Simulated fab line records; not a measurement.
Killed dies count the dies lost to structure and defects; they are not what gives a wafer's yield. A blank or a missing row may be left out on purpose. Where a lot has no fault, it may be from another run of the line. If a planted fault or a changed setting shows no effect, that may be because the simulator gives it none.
A struck lot beside a sound one | flow rit cmos | 18 out of 202 route steps
Sound: the wafers L386.1, L386.3, L386.6. Wafers struck: L391.1, L391.2, L391.3. The cause is given at the end.
For every step that has rows: the tool of each side, followed by ch and its chambers, followed by its first start. Under that, the readings that differ: sound wafers | struck wafers | difference of the means | sigmas: that difference in standard deviations of wafers without a fault.
alike: readings with means less than 2 such deviations apart, plus words and numbers identical on both sides. not compared: withheld readings, readings lacking a value on some wafer, bounds such as >300 that could conceal the same value, and numbers that have no deviation in the record and whose values overlap.
A row with sigmas, a row that says differs or no value, or rows on one side alone: a step with any of these is where the two part. Numbers that have no deviation but don't overlap get no sigmas and don't part them. A reading missing from all wafers of one side parts the sides only when that side holds two or more wafers.

first, 4 steps without rows for these wafers: RIT_NWELL_SOFTBAKE_02 (time 60 s); RIT_NWELL_EXPOSE_03 (exposes mask M2, target cd 43900 nm); RIT_NWELL_PEB_04; RIT_NWELL_DEVELOP_05 (develop time 68 s).
RIT_NWELL_OVL_MEAS_06:
  sound on overlay-02 at day 2 17:56; struck on overlay-02 at day 3 18:25
  alike: NWELL_OVL
then, 2 steps without rows for these wafers: RIT_NWELL_HARDBAKE_07 (time 120 s); RIT_NWELL_IMPLANT_08.
RIT_NWELL_STRIP_09: strips in O2, time 180 s.
  sound on plasma asher-02 ch 0, day 2 18:23; struck on plasma asher-04 ch 0,1, day 3 18:50
  alike: drypump motor current A
  not compared: rf hours counter h
RIT_NWELL_TW_MEAS_10:
  sound on film metro-03 at day 2 18:33; struck on film metro-01 at day 3 19:01
  alike: NWELL_TW
then, 3 steps without rows for these wafers: RIT_PWELL_HMDS_00 (prime time 60 s); RIT_PWELL_COAT_01 (resist thk 1300 nm); RIT_PWELL_SOFTBAKE_02 (time 60 s).
RIT_PWELL_EXPOSE_03: exposes mask M3, target cd 43700 nm.
  sound on iline stepper-02 ch 0, day 2 19:11; struck on iline stepper-02 ch 0, day 3 19:39
  reading                       | sound                | struck            | difference | sigmas
  model.PWELL.overlay x nm (nm) | 0.0536 0.0536 0.0536 | 239.2 239.2 239.2 | +239.1     |
  alike: mask
then, 2 steps without rows for these wafers: RIT_PWELL_PEB_04; RIT_PWELL_DEVELOP_05 (develop time 68 s).
RIT_PWELL_OVL_MEAS_06:
  sound on overlay-01 at day 2 19:37; struck on overlay-02 at day 3 20:05
  reading        | sound        | struck            | difference | sigmas
  PWELL_OVL (nm) | 0.1 0.6 -0.5 | 239.8 237.2 237.0 | +237.9     | +99 or more
then, 1 step without rows for these wafers: RIT_PWELL_HARDBAKE_07 (time 120 s).
RIT_M1_PROBE_99:
  sound on prober-02 at day 4 06:27; struck on prober-01 at day 5 07:40
  reading                                 | sound             | struck            | difference | sigmas
  model.etest.well edge left.line ohm um  | 182.1 182.1 182.7 | 203.4 206.1 201.3 | +21.3      |
  model.etest.well edge right.line ohm um | 180.2 182.7 181   | 167.2 170.9 169.1 | -12.2      |
  model.etest.iso nwell nwell.bv v (V)    | 21.72 22.29 22.11 | 20.67 20.84 20.61 | -1.33      |
  alike: killed at contacts, killed at front end, killed dies, killed open, killed short

## WHERE THEY PART
Only at RIT_PWELL_OVL_MEAS_06, within this record. Later steps at which nothing parts them and some readings are alike: RIT_M1_PROBE_99.

WHY: the cause the simulator had injected
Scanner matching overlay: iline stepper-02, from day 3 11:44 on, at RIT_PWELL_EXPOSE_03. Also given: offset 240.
